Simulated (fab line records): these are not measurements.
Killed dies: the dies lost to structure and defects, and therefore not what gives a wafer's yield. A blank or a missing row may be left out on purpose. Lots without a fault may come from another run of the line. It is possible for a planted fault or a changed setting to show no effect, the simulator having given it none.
fab line records    flow ritCmos
record: lots: 5  wafers: 15  lastDay: 6
route steps=202 shown GATE@77 FOX2@80 M1@202
lots with no fault: from the same line, run without faults
startH: start of the lot's first displayed wafer, in hours after the record's first day    waitH: hours elapsed since this lot's preceding step    " unchanged from the row above    L1.1+2: a single row standing in for several wafers    - no value, or no start was given    * or withheld: withheld    < > ~ a bound
route shown NAME@n: names a module that has steps shown in the file, with the first one's number in the route    usual: mean/standard deviation of fault-free wafers    same: alike in all rows    chamber/n: place in a boat    sites: per-site readings    _std_site: how widely they spread, as a standard deviation    _edge_site: outer sites' mean less inner sites'    radiusMm: how far each site lies from the wafer's centre    mask NAME#n: copy n    behind: tool/chamber where the wafer was last shaped    hold: what put the lot on hold/how long, in hours/how the hold closed    device: the n, p or np transistor that did not switch    end of line: tests of these same wafers at the route's end    where a step has no rows: the recipe by itself    killed: count of dies lost to structure and defects at first sort (not the wafer's yield)    map: a wafer's dies, marking killed ones x, the rest . and places with no die _
set.NAME: the setting that was run; set.NAME@STEP: the one run at that earlier step    model.NAME: the simulator's own value behind a step, which no gauge read
certain route steps with their lots: each step a table, each wafer a row
services: from which hour (startH, from the record's first day; less than 0 if before it) a tool's chamber was out of use, for how many hours, and why
== steps ==
step: RIT_GATE_CLEAN_02
recipe: chemistry: dHF  dilution: 50:1  timeS: 30
step: RIT_GATE_CLEAN_03
recipe: chemistry: SC2  mix: 3:3:50  timeS: 600  tempC: 75  dry: n2Spin
step: RIT_GATE_CLEAN_04
recipe: chemistry: dHF  dilution: 50:1  timeS: 60  dry: n2Spin
step: RIT_FOX2_THK_MEAS_91
recipe: reads: SiO2_of_FOX2_OXIDATION_00
usual: FIELD_OXIDE_LEFT_2_THK: 254/7.9
lot.wafer  tool          chamber  startH  waitH  FIELD_OXIDE_LEFT_2_THK[nm]
L791.2     filmMetro-03  -        34.14   0.0    262
L791.4     "             -        "       "      267
L791.5     "             -        "       "      262
L796.2     filmMetro-03  -        58.09   0.0    264
L796.3     "             -        "       "      269
L796.6     "             -        "       "      279
L799.1     filmMetro-02  -        74.13   0.0    254
L799.2     "             -        "       "      259
L799.5     "             -        "       "      257
L807.2     filmMetro-03  -        113.72  0.0    254
L807.3     "             -        "       "      250
L807.5     "             -        "       "      251
L808.3     filmMetro-03  -        118.73  0.0    261
L808.4     "             -        "       "      254
L808.6     "             -        "       "      253
step: RIT_GATE_OXIDATION_05
recipe: tempC: 900  ambient: O2  targetThkA: 30  oxTimeS: 270
step: RIT_GATE_ANNEAL_06
recipe: tempC: 900  timeS: 600  ambient: N2O
step: RIT_GATE_THK_MEAS_07
recipe: reads: SiO2_of_GATE_OXIDATION_05
usual: GATE_OXIDE_THK: 3.01/0.068
lot.wafer  tool          chamber  startH  waitH  GATE_OXIDE_THK[nm]
L791.2     filmMetro-02  -        38.34   0.0    3.04
L791.4     "             -        "       "      3.06
L791.5     "             -        "       "      3.07
L796.2     filmMetro-02  -        60.79   0.0    3.00
L796.3     "             -        "       "      2.99
L796.6     "             -        "       "      3.01
L799.1     filmMetro-03  -        76.14   0.0    3.05
L799.2     "             -        "       "      3.11
L799.5     "             -        "       "      3.16
L807.2     filmMetro-03  -        116.06  0.0    2.93
L807.3     "             -        "       "      3.00
L807.5     "             -        "       "      2.87
L808.3     filmMetro-02  -        120.56  0.0    3.16
L808.4     "             -        "       "      3.10
L808.6     "             -        "       "      3.11
step: RIT_GATE_CVD_08
recipe: material: poly-Si  targetThkNm: 250  tempC: 610  precursor: SiH4  timeS: 2220  pressureMtorr: 300  sih4FlowSccm: 100
step: RIT_GATE_THK_MEAS_09
recipe: reads: poly-Si_of_GATE_CVD_08
usual: GATE_POLY_THK: 249.8/2
lot.wafer  tool          chamber  startH  waitH  GATE_POLY_THK[nm]
L791.2     filmMetro-03  -        40.01   0.0    250.9
L791.4     "             -        "       "      251.0
L791.5     "             -        "       "      251.1
L796.2     filmMetro-03  -        62.47   0.0    250.8
L796.3     "             -        "       "      252.9
L796.6     "             -        "       "      249.5
L799.1     filmMetro-02  -        77.82   0.0    251.8
L799.2     "             -        "       "      250.9
L799.5     "             -        "       "      251.7
L807.2     filmMetro-02  -        118.54  0.0    249.5
L807.3     "             -        "       "      247.9
L807.5     "             -        "       "      249.0
L808.3     filmMetro-03  -        123.05  0.0    251.0
L808.4     "             -        "       "      249.9
L808.6     "             -        "       "      248.4
step: RIT_GATE_HMDS_10
recipe: primeTimeS: 60  primeTempC: 140
step: RIT_GATE_COAT_11
recipe: resist: NOVOLAK  spinRpm: 4250  resistThkNm: 850
step: RIT_GATE_SOFTBAKE_12
recipe: resist: NOVOLAK  tempC: 90  timeS: 60
step: RIT_GATE_EXPOSE_13
recipe: maskId: M6  na: 0.6  sourceShape: conventional  sigmaOuter: 0.6  targetCdNm: 150  doseMj: 380
usual: reticleTempC: 23.00/0.1
same: na: 0.6
lot.wafer  tool             chamber  startH  waitH  mask     reticleTempC
L791.2     ilineStepper-02  0        40.53   0.1    M6#0     22.92
L791.4     "                0        "       "      M6#0     23.06
L791.5     "                0        "       "      M6#0     22.99
L796.2     ilineStepper-01  0        63.12   0.2    M6#0     22.96
L796.3     "                0        "       "      M6#0     22.95
L796.6     "                0        "       "      M6#0     22.98
L799.1     ilineStepper-02  0        78.46   0.2    M6_R1#0  23.06
L799.2     "                0        "       "      M6_R1#0  22.81
L799.5     "                0        "       "      M6_R1#0  22.84
L807.2     ilineStepper-02  0        119.19  0.2    M6#0     23.08
L807.3     "                0        "       "      M6#0     22.97
L807.5     "                0        "       "      M6#0     23.09
L808.3     ilineStepper-02  0        123.58  0.1    M6#0     23.19
L808.4     "                0        "       "      M6#0     22.91
L808.6     "                0        "       "      M6#0     23.06
step: RIT_GATE_PEB_14
recipe: resist: NOVOLAK  tempC: withheld  timeS: withheld
step: RIT_GATE_DEVELOP_15
recipe: resist: NOVOLAK  developTimeS: 50  devTempC: 23
step: RIT_GATE_CD_MEAS_16
recipe: targetCdNm: 150
usual: cdNm: 149.8/2.3
lot.wafer  tool      chamber  startH  waitH  cdNm
L791.2     cdSem-02  -        40.93   -      149.2
L791.4     "         -        "       "      147.9
L791.5     "         -        "       "      149.5
L796.2     cdSem-02  -        63.53   -      150.8
L796.3     "         -        "       "      150.6
L796.6     "         -        "       "      150.9
L799.1     cdSem-01  -        78.86   -      195.5
L799.2     "         -        "       "      193.8
L799.5     "         -        "       "      193.1
L807.2     cdSem-01  -        119.59  -      148.6
L807.3     "         -        "       "      149.5
L807.5     "         -        "       "      148.9
L808.3     cdSem-02  -        123.98  -      149.7
L808.4     "         -        "       "      150.2
L808.6     "         -        "       "      148.0
step: RIT_GATE_OVL_MEAS_17
usual: GATE_OVL: -0.4/1.5
lot.wafer  tool        chamber  startH  waitH  GATE_OVL[nm]
L791.2     overlay-01  -        41.04   0.1    -0.8
L791.4     "           -        "       "      0.5
L791.5     "           -        "       "      -0.7
L796.2     overlay-02  -        63.63   0.1    -0.2
L796.3     "           -        "       "      0.1
L796.6     "           -        "       "      -0.9
L799.1     overlay-01  -        78.98   0.1    0.5
L799.2     "           -        "       "      0.0
L799.5     "           -        "       "      -1.1
L807.2     overlay-01  -        119.70  0.1    -0.1
L807.3     "           -        "       "      -2.2
L807.5     "           -        "       "      -1.4
L808.3     overlay-02  -        124.07  0.1    -1.3
L808.4     "           -        "       "      -0.9
L808.6     "           -        "       "      -0.6
step: RIT_GATE_HARDBAKE_18
recipe: resist: NOVOLAK  tempC: 140  timeS: 60
step: RIT_GATE_ETCH_19
recipe: chemistry: SF6/CHF3/O2  timeS: 165  SF6_flow_sccm: 30  CHF3_flow_sccm: 30  O2_flow_sccm: 5  target: poly-Si  pressureMtorr: 40  rfW: 160  targetDepthA: 3125  overEtchFrac: 0.25  stopOn: SiO2
usual: CHF3_flow_sccm: 29.99/0.094  drypumpMotorCurrentA: 6.0/0.47  oesProductAu: 0.849/0.018  throttleValvePct: 10.26/0.16
lot.wafer  tool      chamber  startH  waitH  CHF3_flow_sccm  drypumpMotorCurrentA  oesProductAu  rfHoursCounterH  throttleValvePct  model.GATE.cdNm
L791.2     rieSi-01  3        41.22   0.1    30.02           6.1                   0.854         12               10.26             149.1
L791.4     "         0        "       "      29.92           6.1                   0.815         16               10.29             148.3
L791.5     "         3        "       "      30.08           6.0                   0.852         -                10.26             149.5
L796.2     rieSi-02  0        63.81   0.1    29.93           6.1                   0.858         3                10.14             150.6
L796.3     "         2        "       "      30.03           5.2                   0.868         2                10.18             150.5
L796.6     "         3        "       "      30.00           6.2                   0.844         -                10.06             150.8
L799.1     rieSi-01  2        79.41   0.1    29.86           6.5                   0.847         3                10.13             195.9
L799.2     "         1        "       "      29.88           6.2                   0.885         39               10.52             193.8
L799.5     "         0        "       "      30.10           6.1                   0.828         -                10.26             192.9
L807.2     rieSi-01  3        119.88  0.1    29.91           6.0                   0.843         13               10.26             149
L807.3     "         2        "       "      29.96           6.5                   0.841         3                10.15             149.5
L807.5     "         2        "       "      29.74           6.5                   0.829         -                10.14             149.3
L808.3     rieSi-02  2        124.24  0.1    29.96           5.2                   0.869         3                10.20             149.7
L808.4     "         1        "       "      29.97           5.1                   0.833         96               10.53             149.8
L808.6     "         2        "       "      29.93           5.2                   0.865         -                10.18             148.1
step: RIT_GATE_STRIP_20
recipe: chemistry: O2  timeS: 180  resist: NOVOLAK  platenTempC: withheld  powerW: 500  pressureMtorr: 4000  o2FlowSccm: 4000
usual: drypumpMotorCurrentA: 5.5/0.44
lot.wafer  tool            chamber  startH  waitH  drypumpMotorCurrentA  rfHoursCounterH
L791.2     plasmaAsher-02  1        41.33   0.1    5.3                   42
L791.4     "               0        "       "      6.2                   -
L791.5     "               0        "       "      6.2                   -
L796.2     plasmaAsher-01  1        63.92   0.1    5.1                   45
L796.3     "               0        "       "      6.1                   -
L796.6     "               1        "       "      5.1                   -
L799.1     plasmaAsher-02  0        79.52   0.1    6.2                   46
L799.2     "               1        "       "      5.3                   46
L799.5     "               1        "       "      5.2                   -
L807.2     plasmaAsher-03  0        119.98  0.1    5.2                   28
L807.3     "               1        "       "      5.4                   -
L807.5     "               0        "       "      5.2                   -
L808.3     plasmaAsher-01  1        124.41  0.1    5.1                   -
L808.4     "               0        "       "      6.1                   -
L808.6     "               0        "       "      6.1                   -
step: RIT_M1_PROBE_99
usual: killed_at_M0_to_M3: 0.0/0.18  killedAtContacts: 0.1/0.32  killedAtFrontEnd: 7/3  killedDies: 7/3.1  killedOnRim: 1.9/1.5  killedOpen: 3.3/1.8  killedShort: 3.6/2
same: grossDies: 264  killed_at_M4_up: 0  killedAtBackSide: 0  killedAtOther: 0
lot.wafer  tool       chamber  startH  waitH  killed_at_M0_to_M3  killedAtContacts  killedAtFrontEnd  killedDies  killedOnRim  killedOpen  killedShort
L791.2     prober-01  -        61.59   0.1    0                   0                 5                 5           0            3           2
L791.4     prober-01  -        61.69   0.2    0                   0                 17                17          3            4           13
L791.5     prober-01  -        61.74   0.2    0                   0                 4                 4           1            2           2
L796.2     prober-02  -        84.50   0.1    0                   0                 8                 8           2            3           5
L796.3     prober-02  -        84.55   0.2    0                   0                 4                 4           2            1           3
L796.6     prober-02  -        84.70   0.2    0                   0                 5                 5           1            3           2
L799.1     prober-01  -        101.63  0.1    0                   0                 264               264         70           1           1
L799.2     prober-01  -        101.68  0.1    1                   0                 263               264         70           4           5
L799.5     prober-01  -        101.83  0.2    1                   0                 263               264         70           4           3
L807.2     prober-01  -        140.78  0.1    0                   0                 5                 5           1            2           3
L807.3     prober-01  -        140.83  0.2    0                   0                 6                 6           1            3           3
L807.5     prober-01  -        140.93  0.2    0                   0                 8                 8           3            3           5
L808.3     prober-02  -        144.18  0.2    0                   0                 2                 2           0            0           2
L808.4     prober-02  -        144.23  0.2    0                   0                 9                 9           1            5           4
L808.6     prober-02  -        144.33  0.2    0                   1                 13                14          3            6           8
killed by level:class
L791.2 FOX1:geometricParticle:open=2 REOX:geometricParticle:short=1 REOX:geometricParticle:open=1 SPACER:geometricParticle:short=1
L791.4 GATE:geometricParticle:short=9 FOX1:geometricParticle:short=2 SILICIDE:geometricParticle:open=2 ACTIVE:geometricParticle:short=1 FOX1:geometricParticle:open=1 GATE:geometricParticle:open=1 REOX:geometricParticle:short=1
L791.5 FOX2:geometricParticle:open=1 GATE:geometricParticle:open=1 GATE:geometricParticle:short=1 REOX:geometricParticle:short=1
L796.2 GATE:geometricParticle:open=3 GATE:geometricParticle:short=3 REOX:geometricParticle:short=1 SILICIDE:geometricParticle:short=1
L796.3 REOX:geometricParticle:short=2 GATE:geometricParticle:open=1 GATE:geometricParticle:short=1
L796.6 GATE:geometricParticle:open=2 FOX1:geometricParticle:short=1 GATE:geometricParticle:short=1 SILICIDE:geometricParticle:open=1
L799.1 GATE:areaExpose=262 FOX1:geometricParticle:open=1 SILICIDE:geometricParticle:short=1
L799.2 GATE:areaExpose=254 GATE:geometricParticle:open=3 GATE:geometricParticle:short=3 REOX:geometricParticle:open=1 SPACER:geometricParticle:short=1 SILICIDE:geometricParticle:short=1 M1:coatMicrobubblePrinted=1
L799.5 GATE:areaExpose=256 GATE:geometricParticle:open=3 FOX1:geometricParticle:open=1 FOX1:geometricParticle:short=1 GATE:geometricParticle:short=1 REOX:geometricParticle:short=1 M1:coatMicrobubblePrinted=1
L807.2 SPACER:geometricParticle:short=2 GATE:geometricParticle:open=1 SILICIDE:geometricParticle:short=1 SILICIDE:geometricParticle:open=1
L807.3 GATE:geometricParticle:short=3 FOX1:geometricParticle:open=1 GATE:geometricParticle:open=1 REOX:geometricParticle:open=1
L807.5 GATE:geometricParticle:short=4 SPACER:geometricParticle:open=2 FOX2:geometricParticle:short=1 REOX:geometricParticle:open=1
L808.3 SPACER:geometricParticle:short=1 SILICIDE:geometricParticle:short=1
L808.4 SILICIDE:geometricParticle:short=3 SILICIDE:geometricParticle:open=3 FOX1:geometricParticle:open=1 FOX1:geometricParticle:short=1 REOX:geometricParticle:open=1
L808.6 GATE:geometricParticle:open=4 GATE:geometricParticle:short=4 FOX1:geometricParticle:short=1 REOX:geometricParticle:short=1 REOX:geometricParticle:open=1 SILICIDE:geometricParticle:open=1 SILICIDE:geometricParticle:short=1 CONTACT:geometricParticle:short=1
map L799.1 (x killed, . not)
________xxxxxxx_______
_____xxxxxxxxxxxxx____
____xxxxxxxxxxxxxxx___
___xxxxxxxxxxxxxxxxx__
__xxxxxxxxxxxxxxxxxxx_
__xxxxxxxxxxxxxxxxxxx_
_xxxxxxxxxxxxxxxxxxxxx
_xxxxxxxxxxxxxxxxxxxxx
_xxxxxxxxxxxxxxxxxxxxx
_xxxxxxxxxxxxxxxxxxxxx
__xxxxxxxxxxxxxxxxxxx_
__xxxxxxxxxxxxxxxxxxx_
___xxxxxxxxxxxxxxxxx__
____xxxxxxxxxxxxxxx___
_____xxxxxxxxxxxxx____
________xxxxxxx_______
map L791.4 (x killed, . not)
________......._______
_____....x..x.....____
____...............___
___x................__
__......x.....x....x._
__......x...........x_
_.....................
_.........x.........x.
_.....x...............
_.....................
__..x............x..._
__...x..............._
___....x.......x....__
____...............___
_____....x........____
________......._______
== services ==
tool             chamber  startH  hours  kind
ilineStepper-01  -        35.95   1.7    pm
rieSi-02         1        52.43   3.8    repair
ilineStepper-02  0        58.50   -      calibration
rieSi-01         0        68.45   4.4    repair
rieSi-02         0        69.07   6.1    repair
ilineStepper-01  -        90.75   4.4    pm
ilineStepper-02  -        97.09   1.7    pm
plasmaAsher-03   -        107.98  6.8    repair
plasmaAsher-02   -        108.75  9.0    pm
plasmaAsher-02   0        108.75  9.0    ventCycle
plasmaAsher-02   1        108.75  9.0    ventCycle
plasmaAsher-02   0        117.75  -      clean
plasmaAsher-02   1        117.75  -      clean
== key ==
firstSign: step: RIT_GATE_EXPOSE_13  reading: mask  direction: changed
effect: step: RIT_GATE_CD_MEAS_16  reading: cdNm  direction: up  sigmas: 19  usual: 149.8  struck: 194.1
effect: step: RIT_M1_PROBE_99  reading: killedAtFrontEnd  direction: up  sigmas: 84  usual: 7  struck: 263
modelEffect: step: RIT_GATE_ETCH_19  value: GATE.cdNm  without: 149.2  struck: 194.2
moreKillsBornAt: RIT_GATE_EXPOSE_13@ilineStepper-02: 772
metAt RIT_GATE_EXPOSE_13
struckWafers L799.1,L799.2,L799.5
laterRowsLeftOut L799.1,L799.2,L799.5
testerLeftOut L799
onsetBetween 40.53 78.46
fault: kind: wrongMask  tool: any  chamber: -  onsetH: 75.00  steps: RIT_GATE_EXPOSE_13  auxCopy: M6_R1#0  cdOffsetNm: 45  scope: struckLotsOnly
testerLeftOut: of these lots the tester's yield and bins aren't shown, on N5 and GAA mostly nor the transistor test; their killed dies are dies lost to structure and defects alone, not to doping, threshold or leakage, so they don't give the yield
laterRowsLeftOut: the simulator's readings of these wafers behind a module that went badly wrong aren't trusted and aren't shown, but for the sort
